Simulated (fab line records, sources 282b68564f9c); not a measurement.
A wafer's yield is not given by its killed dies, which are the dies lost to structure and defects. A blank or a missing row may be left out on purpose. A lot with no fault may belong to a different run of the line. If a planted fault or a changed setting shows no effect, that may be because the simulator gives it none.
A lot that was struck, set against a sound lot    flow rit cmos    17 out of 202 route steps
Sound: the wafers L410.3, L410.5, L410.6. Wafers struck: L419.1, L419.4, L419.5. The cause is given at the end.
Each step with rows lists, per side, the tool, then ch with its chambers, then its first start. Under that, the readings that differ: sound wafers    struck wafers    difference of the means    sigmas: that difference in standard deviations of wafers without a fault.
alike: words and numbers the same on both sides, and readings whose means are apart by under 2 such deviations; not compared: readings that were withheld, readings missing a value for some wafer, numbers with overlapping values and no deviation given by the record, and bounds like >300 which may hide the same value.
Wherever a step has rows on one side only, a row that says differs or no value, or a row with sigmas, the two part there. When numbers do not overlap yet have no deviation, they are printed without sigmas and do not part them. Lack of a reading on every wafer of one side parts them only where that side has two or more wafers.

first, 2 steps without rows for these wafers: RIT_NRETRO_HARDBAKE_07 (time 120 s); RIT_NRETRO_IMPLANT_08.
RIT_NRETRO_STRIP_09: strips in O2, time 180 s.
  sound on plasma asher-04 ch 0,1, day 3 04:02; struck on plasma asher-03 ch 0,1, day 5 01:35
reading                      sound        struck       difference  sigmas
drypump motor current A (A)  4.8 4.8 5.2  5.5 5.8 5.8  +0.8        +2
  not compared: rf hours counter h
RIT_NRETRO_TW_MEAS_10:
  sound: film metro-03 at day 3 04:11; struck: film metro-01 at day 5 01:46
  alike: NRETRO_TW
then, 6 steps without rows for these wafers: RIT_PRETRO_HMDS_00 (prime time 60 s); RIT_PRETRO_COAT_01 (resist thk 1300 nm); RIT_PRETRO_SOFTBAKE_02 (time 60 s); RIT_PRETRO_EXPOSE_03 (exposes mask M5, target cd 43700 nm); RIT_PRETRO_PEB_04; RIT_PRETRO_DEVELOP_05 (develop time 68 s).
RIT_PRETRO_OVL_MEAS_06:
  sound: overlay-01 at day 3 05:07; struck: overlay-01 at day 5 02:50
  alike: PRETRO_OVL
then, 1 step without rows for these wafers: RIT_PRETRO_HARDBAKE_07 (time 120 s).
RIT_PRETRO_IMPLANT_08:
  sound on implanter-01 ch 0, day 3 05:26; struck on implanter-03 ch 0, day 5 03:07
reading             sound                             struck                          difference  sigmas
dose ions cm2       1.2004e+13 1.2002e+13 1.2018e+13  2.25e+13 2.2484e+13 2.2512e+13  +1.05e+13   +99 or more
faraday current uA  37.3 38.7 38.0                    73.4 71.0 72.9                  +34.4       +48
RIT_PRETRO_STRIP_09: strips in O2, time 180 s.
  sound on plasma asher-03 ch 0,1, day 3 05:35; struck on plasma asher-03 ch 0, day 5 03:16
  alike: drypump motor current A
  not compared: rf hours counter h
RIT_PRETRO_TW_MEAS_10:
  sound: film metro-02 at day 3 05:44; struck: film metro-04 at day 5 03:27
reading    sound        struck       difference  sigmas
PRETRO_TW  473 472 471  567 564 568  +94         +29
then, 1 step without rows for these wafers: RIT_GATE_WET_ETCH_00 (etches SiO2 in BOE, target depth 56 nm, time 60 s).
RIT_M1_PROBE_99:
  sound: prober-01 at day 4 11:18; struck: prober-01 at day 6 06:16
reading                              sound              struck             difference  sigmas
model.etest.nmos_0p3.r on ohm um     2186 2222 2205     2627 2699 2618     +444        
model.etest.nmos_0p15.r on ohm um    1135 1162 1151     1325 1393 1319     +196        
model.etest.nmos turned.drive ua um  331.6 336.1 325.5  213.2 208.4 215.5  -118.7      
model.etest.nmos_0p15.drive ua um    465.4 465.4 461.6  354.7 351.8 357.8  -109.4      
model.etest.nmos_0p3.drive ua um     220.3 220.1 218.7  159.8 160 161.1    -59.4       
model.etest.nmos narrow.drive ua um  219.8 221.1 216.1  160 159.9 160.2    -59         
model.etest.ring.delay ps            27.68 27.32 27.34  31.15 31.58 31.25  +3.88       
  alike: killed at front end, killed dies, killed open, killed short
  not compared: model.etest.pwell pinched.rs ohm sq

WHERE THEY PART
At RIT_NRETRO_STRIP_09 first; at RIT_PRETRO_TW_MEAS_10 last (within this record only). Later steps at which nothing parts them and some readings are alike: RIT_M1_PROBE_99.

WHY: whatever the simulator had introduced
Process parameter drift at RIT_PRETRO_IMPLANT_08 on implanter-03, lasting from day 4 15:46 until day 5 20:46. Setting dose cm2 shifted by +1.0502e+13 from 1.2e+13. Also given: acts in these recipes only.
